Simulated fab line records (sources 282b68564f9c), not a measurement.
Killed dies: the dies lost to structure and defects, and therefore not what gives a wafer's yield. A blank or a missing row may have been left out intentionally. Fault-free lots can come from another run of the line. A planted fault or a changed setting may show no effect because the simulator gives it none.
Which of the tools did it? ; flow rit-cmos ; 42 wafers from 14 lots sampled at 3 of the route's 202 steps

## WHAT EACH GAUGE READ, for each wafer
RIT_REOX_THK_MEAS_04. Usual: REOX_OXIDE_THK gives 25.5 nm (standard deviation 0.45).
lot;measured;on;REOX_OXIDE_THK (nm);flag
L725;day 3 03:15;film-metro-01;24.7 24.5 24.5;
L726;day 3 07:11;film-metro-02;25.5 25.6 25.4;
L727;day 3 11:27;film-metro-03;25.6 25.3 25.4;
L728;day 3 16:37;film-metro-03;25.1 25.4 25.4;
L730;day 4 03:40;film-metro-03;24.8 25.3 24.7;
L733;day 4 15:41;film-metro-03;26.3 26.1 26.3;
L735;day 4 22:52;film-metro-01;25.3 25.3 25.3;
L739;day 5 20:17;film-metro-01;25.8 25.5 25.7;
L740;day 6 03:28;film-metro-01;24.6 24.8 24.8;
L742;day 6 06:36;film-metro-03;24.9 24.5 25.0;
L743;day 6 19:57;film-metro-02;24.8 25.1 25.2;
L745;day 7 17:41;film-metro-01;25.8 25.8 25.9;
L746;day 7 17:41;film-metro-03;25.4 25.7 25.6;
L748;day 8 02:55;film-metro-03;25.6 24.6 25.0;

RIT_CONTACT_CD_MEAS_08: target cd 1000 nm. Usual: cd-nm 1000.4 nm, standard deviation 2.
lot;measured;on;cd-nm (nm);flag
L725;day 3 14:07;cd-sem-02;999.8 998.9 999.8;
L726;day 3 18:37;cd-sem-02;1003.4 1004.5 1003.3;
L727;day 3 22:53;cd-sem-01;1000.3 998.3 999.6;
L728;day 4 03:49;cd-sem-01;1000.9 1002.5 1002.1;
L730;day 4 15:44;cd-sem-01;1001.0 999.3 999.5;
L733;day 5 03:36;cd-sem-01;1001.4 999.0 998.9;
L735;day 5 10:42;cd-sem-01;999.4 998.5 999.8;
L739;day 6 07:34;cd-sem-01;996.6 997.5 995.8;
L740;day 6 14:55;cd-sem-01;998.6 998.4 998.6;
L742;day 6 18:22;cd-sem-02;1001.9 1005.2 1003.1;
L743;day 7 09:53;cd-sem-02;1000.1 999.9 1001.7;
L745;day 8 06:35;cd-sem-01;1002.8 1004.5 1004.1;
L746;day 8 07:18;cd-sem-01;1002.1 1000.5 1002.0;
L748;day 8 14:02;cd-sem-01;1001.4 1000.4 1000.9;

RIT_CONTACT_CD_MEAS_90: target cd 1000 nm. Usual: cd-nm 1000.4 nm, standard deviation 2.1.
lot;measured;on;cd-nm (nm);flag
L725;day 3 14:47;cd-sem-01;999.9 998.8 999.4;
L726;day 3 19:18;cd-sem-01;1003.6 1004.9 1003.3;
L727;day 3 23:34;cd-sem-01;1000.5 998.3 999.6;
L728;day 4 04:30;cd-sem-01;1000.7 1002.6 1001.8;
L730;day 4 16:41;cd-sem-02;1001.0 998.9 999.5;
L733;day 5 04:16;cd-sem-02;1001.2 998.8 999.1;
L735;day 5 11:23;cd-sem-01;999.3 998.6 999.8;
L739;day 6 08:14;cd-sem-02;996.7 997.6 996.0;
L740;day 6 15:35;cd-sem-01;998.4 999.2 999.2;
L742;day 6 19:03;cd-sem-02;1002.0 1005.1 1003.6;
L743;day 7 10:34;cd-sem-01;1000.1 999.6 1001.1;
L745;day 8 07:20;cd-sem-02;1002.9 1005.6 1004.0;
L746;day 8 07:58;cd-sem-02;1001.9 1000.3 1001.8;
L748;day 8 14:43;cd-sem-02;1001.1 1000.6 1001.5;

## EACH LOT AND THE TOOL THAT RAN IT (in order: tool; ch and the chambers of the sampled wafers; start)
Record: no process step prior to these readings.

## AS READ BY THE TOOLS THEMSELVES (means over the sampled wafers that have a number; for cases with no such wafer, the mark the record gives instead)
The record holds no such reading with a usual standard deviation.

## THE ANSWER, worked out from the rows above alone
Rule: a lot is off if the mean of its wafers that have a number lies more than 3 standard deviations from the usual mean. A lot without any number at a reading at which 4 lots or more have one is off too. The other lots that the step has rows for count as sound. After the gauges, taken in route order, come the tools' own readings; for these a lot's mean is taken, as printed above. At the first step where some lot is off, the reading lying furthest off is the one used; lots without a number count as furthest.
No lot is off at any reading shown: from this, nothing can be told.

## WHAT THE SIMULATOR PUT IN
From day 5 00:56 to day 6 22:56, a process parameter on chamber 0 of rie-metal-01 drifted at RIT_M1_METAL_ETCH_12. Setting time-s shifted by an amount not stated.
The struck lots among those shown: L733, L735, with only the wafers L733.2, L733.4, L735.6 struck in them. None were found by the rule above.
